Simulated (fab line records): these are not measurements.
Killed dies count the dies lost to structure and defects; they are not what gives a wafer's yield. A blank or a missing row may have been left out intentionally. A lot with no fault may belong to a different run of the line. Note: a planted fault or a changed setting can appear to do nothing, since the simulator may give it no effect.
A sampling plan put to the test | flow berkeley_cmos170 | 12 faults told of in these records, all on one fab line, each judged by the records of the lots it struck
The line's own looks make up the plan; these are the steps of the route where a gauge or inspection reads the wafer and leaves it unchanged. A look can be judged if struck wafers have a number there and the file gives its usual mean and standard deviation on fault-free wafers. Caught: at a look after the fault's first step, the mean of the struck wafers lies 4 or more of those standard deviations (sigma) from the usual mean. On the tool: the fault's steps, tested the same way using the tool's own readings. If the struck wafers alone have a blank record, or they carry another recipe, that too counts as caught.

## THE FAULTS, as the simulator had put them in
1. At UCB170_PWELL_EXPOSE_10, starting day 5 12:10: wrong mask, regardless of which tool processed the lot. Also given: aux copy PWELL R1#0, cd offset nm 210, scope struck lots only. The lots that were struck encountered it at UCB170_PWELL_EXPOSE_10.
2. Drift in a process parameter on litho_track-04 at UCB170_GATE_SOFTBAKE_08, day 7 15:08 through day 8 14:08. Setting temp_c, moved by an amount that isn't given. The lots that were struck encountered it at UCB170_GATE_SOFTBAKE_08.
3. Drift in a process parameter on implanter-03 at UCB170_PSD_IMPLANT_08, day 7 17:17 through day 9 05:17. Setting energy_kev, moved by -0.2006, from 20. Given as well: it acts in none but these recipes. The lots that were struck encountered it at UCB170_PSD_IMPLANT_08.
4. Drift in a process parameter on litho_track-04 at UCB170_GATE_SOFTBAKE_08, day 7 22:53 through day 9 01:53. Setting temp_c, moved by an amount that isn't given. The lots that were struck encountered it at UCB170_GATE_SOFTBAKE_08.
5. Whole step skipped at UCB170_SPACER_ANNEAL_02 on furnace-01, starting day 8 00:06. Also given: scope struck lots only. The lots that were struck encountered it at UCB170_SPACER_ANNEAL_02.
6. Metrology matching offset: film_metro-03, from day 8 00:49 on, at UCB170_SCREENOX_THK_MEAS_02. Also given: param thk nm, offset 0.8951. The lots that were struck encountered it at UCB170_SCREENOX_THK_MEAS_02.
7. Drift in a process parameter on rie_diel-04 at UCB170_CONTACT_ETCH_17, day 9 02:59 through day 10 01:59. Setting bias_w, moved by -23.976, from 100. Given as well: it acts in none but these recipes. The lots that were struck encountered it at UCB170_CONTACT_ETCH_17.
8. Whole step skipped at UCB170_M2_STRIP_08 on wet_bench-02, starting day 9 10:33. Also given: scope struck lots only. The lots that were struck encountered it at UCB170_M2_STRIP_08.
9. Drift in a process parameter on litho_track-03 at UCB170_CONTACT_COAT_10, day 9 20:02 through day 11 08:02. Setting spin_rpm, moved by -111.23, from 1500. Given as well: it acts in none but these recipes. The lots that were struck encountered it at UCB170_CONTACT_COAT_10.
10. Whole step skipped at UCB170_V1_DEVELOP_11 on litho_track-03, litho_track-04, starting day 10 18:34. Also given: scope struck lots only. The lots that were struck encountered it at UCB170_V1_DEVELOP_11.
11. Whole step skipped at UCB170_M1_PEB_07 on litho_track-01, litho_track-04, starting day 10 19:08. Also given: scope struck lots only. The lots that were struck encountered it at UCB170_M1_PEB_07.
12. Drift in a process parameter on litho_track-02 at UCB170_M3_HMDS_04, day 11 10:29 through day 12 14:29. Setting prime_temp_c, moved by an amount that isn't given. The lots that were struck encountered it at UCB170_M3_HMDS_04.

## WHAT THE PLAN SAW
fault | on the tool itself                               | first look that catches it                      | reading, sigma                                   | median hours from its first step to that look | hours from the fault's start to the first struck lot there | judged looks passed uncaught
1     | under 2 sigma                                    | not the one look that can be judged after it    | -                                                | -                                             | -                                                          | 1
2     | heater_power_total_W -33 sigma                   | not the one look that can be judged after it    | strongest: cd_nm at UCB170_GATE_CD_MEAS_12, +3.5 | -                                             | -                                                          | 1
3     | beam_energy_keV -30 sigma                        | not the one look that can be judged after it    | -                                                | -                                             | -                                                          | 1
4     | heater_power_total_W -15 sigma                   | no look after it can be judged                  | -                                                | -                                             | -                                                          | 0
5     | the tool's record is blank for the struck wafers | no look after it can be judged                  | -                                                | -                                             | -                                                          | 0
6     | only faintly: SCREENOX_OXIDE_THK +3.3 sigma      | not the one look that can be judged after it    | -                                                | -                                             | -                                                          | 1
7     | bias_w -76 sigma                                 | no look after it can be judged                  | -                                                | -                                             | -                                                          | 0
8     | the tool's record is blank for the struck wafers | no look after it can be judged                  | -                                                | -                                             | -                                                          | 0
9     | spin_speed_rpm -99 or beyond sigma               | none of the 2 looks that can be judged after it | -                                                | -                                             | -                                                          | 2
10    | the tool's record is blank for the struck wafers | no look after it can be judged                  | -                                                | -                                             | -                                                          | 0
11    | the tool's record is blank for the struck wafers | no look after it can be judged                  | -                                                | -                                             | -                                                          | 0
12    | prime_temp_c +16 sigma                           | no look after it can be judged                  | -                                                | -                                             | -                                                          | 0
A dash: this means the fault isn't caught or the number doesn't appear in these records.

Caught at a look: 0 of 12. Caught on the tool: 10 of 12. By one or the other: 10 of 12.
Caught on the tool alone: faults 2, 3, 4, 5, 7, 8, 9, 10, 11, 12.
Caught by neither: faults 1, 6.
